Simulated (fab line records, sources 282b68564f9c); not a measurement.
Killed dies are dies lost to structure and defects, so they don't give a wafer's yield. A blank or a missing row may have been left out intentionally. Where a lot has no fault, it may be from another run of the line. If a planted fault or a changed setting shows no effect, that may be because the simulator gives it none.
Which of the tools did it? | flow rit-cmos | 14 lots, 42 wafers sampled, at 2 steps of a route of 202

## WHAT THE GAUGES SHOWED, per wafer
RIT_PWELL_OVL_MEAS_06.
lot  | measured    | on         | PWELL_OVL (nm)
L528 | day 2 02:00 | overlay-01 | 0.6 -0.5 -0.1
L529 | day 2 05:19 | overlay-01 | 0.0 -0.8 0.3
L530 | day 2 08:26 | overlay-01 | -0.9 1.6 1.7
L531 | day 2 14:20 | overlay-02 | -3.2 -1.9 -0.3
L532 | day 2 19:55 | overlay-01 | 1.4 0.2 0.3
L534 | day 3 06:12 | overlay-01 | -2.0 0.8 -0.6
L535 | day 3 10:37 | overlay-02 | 0.5 0.4 -1.8
L536 | day 3 15:42 | overlay-01 | 0.6 0.8 -0.9
L537 | day 3 19:31 | overlay-02 | -2.2 -1.8 -1.8
L540 | day 4 11:08 | overlay-02 | 0.5 0.2 -0.1
L545 | day 5 14:05 | overlay-01 | - - -
L546 | day 5 17:19 | overlay-01 | - - -
L550 | day 6 14:44 | overlay-01 | 0.0 1.1 0.9
L551 | day 7 07:09 | overlay-01 | -2.7 -1.9 -2.8

## WHICH TOOL RAN EACH LOT (tool, then ch and the chambers of the sampled wafers, then the start)
lot  | RIT_PWELL_COAT_01
L528 | litho-track-01 ch 0, day 2 01:12
L529 | litho-track-03 ch 0, day 2 04:36
L530 | litho-track-01 ch 0, day 2 07:17
L531 | litho-track-03 ch 0, day 2 13:37
L532 | litho-track-01 ch 0, day 2 19:04
L534 | litho-track-01 ch 0, day 3 05:30
L535 | litho-track-02 ch 0, day 3 09:47
L536 | litho-track-01 ch 0, day 3 14:51
L537 | litho-track-01 ch 0, day 3 18:49
L540 | litho-track-03 ch 0, day 4 10:27
L545 | litho-track-01, day 5 13:16
L546 | litho-track-03, day 5 16:25
L550 | litho-track-03 ch 0, day 6 13:53
L551 | litho-track-03 ch 0, day 7 06:19
- RIT_PWELL_COAT_01: resist thk 1300 nm.

## WHAT THE TOOLS THEMSELVES READ (means of the sampled wafers that have a number; where no wafer has one, the mark that the record gives instead)
RIT_PWELL_COAT_01.
lot  | tool           | chill-plate-temp-C (C) | dispense-pressure-kPa (kPa)
L528 | litho-track-01 | 22.91                  | 51
L529 | litho-track-03 | 23.06                  | 49
L530 | litho-track-01 | 22.98                  | 51
L531 | litho-track-03 | 22.94                  | 49
L532 | litho-track-01 | 23.01                  | 51
L534 | litho-track-01 | 23.18                  | 51
L535 | litho-track-02 | 22.89                  | 59
L536 | litho-track-01 | 23.01                  | 51
L537 | litho-track-01 | 23.04                  | 51
L540 | litho-track-03 | 22.90                  | 49
L545 | litho-track-01 | -                      | -
L546 | litho-track-03 | -                      | -
L550 | litho-track-03 | 23.06                  | 49
L551 | litho-track-03 | 22.90                  | 49

## THE ANSWER, worked out from the rows above alone
Rule: the usual values come from the lots themselves. Put in order of their means at a reading, lots are off if they are a third of the lots or fewer, leave a main group of 4 or more, and stand apart from it by a gap of 3 or more times the standard deviation of the main group's means; of several such gaps the widest counts. A main group is skipped when, at the precision printed for the reading in the tables above, its means are all equal. A lot without any number at a reading at which 4 lots or more have one is off too. Where the step has rows for the other lots, those lots are counted as sound. First the gauges in route order, then the tools' own readings, where a lot's mean is used as printed above. At the first step where some lot is off, the reading lying furthest off is the one used; lots without a number count as furthest.
Off: L545, L546, at RIT_PWELL_OVL_MEAS_06 (PWELL_OVL). Without a number there: L545, L546. Mean -0.4 nm and standard deviation 1 in the main group.
If a tool, at a process step before that reading, ran all the lots that are off and no sound lot after the first of them, it fits. Not tried: the gauges at RIT_PWELL_OVL_MEAS_06; whatever is off there is also off at RIT_PWELL_COAT_01, on other tools, and gauge error can't account for it. No candidate that was tried fits.

## WHAT WAS PUT IN BY THE SIMULATOR
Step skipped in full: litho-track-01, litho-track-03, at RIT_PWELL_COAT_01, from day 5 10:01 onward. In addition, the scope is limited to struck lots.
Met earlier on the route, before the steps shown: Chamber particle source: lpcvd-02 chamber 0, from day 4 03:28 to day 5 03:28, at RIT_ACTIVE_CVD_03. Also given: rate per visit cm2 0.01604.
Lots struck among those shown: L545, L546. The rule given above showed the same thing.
